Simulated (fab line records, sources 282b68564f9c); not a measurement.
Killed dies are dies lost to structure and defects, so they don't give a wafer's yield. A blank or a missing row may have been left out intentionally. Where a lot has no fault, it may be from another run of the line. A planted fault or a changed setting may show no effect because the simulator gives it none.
A single fault, viewed from 2 desks    flow ritCmos    only its own numbers are on each desk; what lay behind them is given at the end

## FOR THE TOOL OWNER'S DESK: implanter-04
The tool's own readings at RIT_NRETRO_IMPLANT_08: means of the sampled wafers that have a number, for each lot that ran on this tool. If a lot's mean is further than 4 standard deviations from the usual mean, the lot is out of limits and carries the mark OUT (the distance appears in the brackets).
Columns: A = doseIonsCm2 at RIT_NRETRO_IMPLANT_08, usual 1.0001e+13; B = faradayCurrentUA at RIT_NRETRO_IMPLANT_08, usual 31.7
lot   first seen here  A                             B
L791  day 2 19:04      1.0010e+13                    31.8
L792  day 3 00:10      1.0004e+13                    31.7
L793  day 3 03:55      1.4047e+13 (+99 or more) OUT  45.3 (+23) OUT
L796  day 3 22:26      1.4060e+13 (+99 or more) OUT  44.5 (+22) OUT
L811  day 6 20:20      1.0007e+13                    31.6
Finding of this desk: L793, L796 out of limits; the first was L793 at day 3 03:55, on doseIonsCm2 at RIT_NRETRO_IMPLANT_08. L791, L792, L811 stayed within limits.

## THE METROLOGY DESK
What the gauges read for every lot (on any tool): the sampled wafers with a number, averaged. If a lot's mean is further than 4 standard deviations from the usual mean, the lot is out of limits and carries the mark OUT (the distance appears in the brackets).
Columns: A = NRETRO_TW at RIT_NRETRO_TW_MEAS_10, usual 1053
lot   first seen here  A
L789  day 2 06:28      1050
L790  day 2 11:29      1044
L791  day 2 19:23      1045
L792  day 3 00:29      1042
L793  day 3 04:11      1178 (+19) OUT
L796  day 3 22:45      1177 (+19) OUT
L797  day 4 03:23      1039
L802  day 4 23:54      1058
L803  day 5 05:03      1047
L806  day 5 21:24      1049
L808  day 6 09:09      1061
L810  day 6 15:20      1050
L811  day 6 20:40      1056
L812  day 7 04:50      1063
Per this desk, out of limits: L793, L796; the first was L793, day 3 04:11 (NRETRO_TW at RIT_NRETRO_TW_MEAS_10). L789, L790, L791, L792, L797, L802, L803, L806, L808, L810, L811, L812 stayed within limits.

## BROUGHT TOGETHER
An alarm could have come from the tool owner's desk at day 3 03:55, on L793, L796.
At day 3 04:11 the metrology desk could have sounded an alarm, on L793, L796.
The lots listed all ran RIT_NRETRO_IMPLANT_08 on implanter-04.

## WHAT HAD BEEN PUT IN BY THE SIMULATOR
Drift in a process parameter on implanter-04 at RIT_NRETRO_IMPLANT_08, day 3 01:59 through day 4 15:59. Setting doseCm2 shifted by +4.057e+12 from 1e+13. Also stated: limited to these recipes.
Struck lots among those shown: L793, L796.
Fault start to first reading out of limits, in hours, per desk: tool owner, 2; metrology, 2.
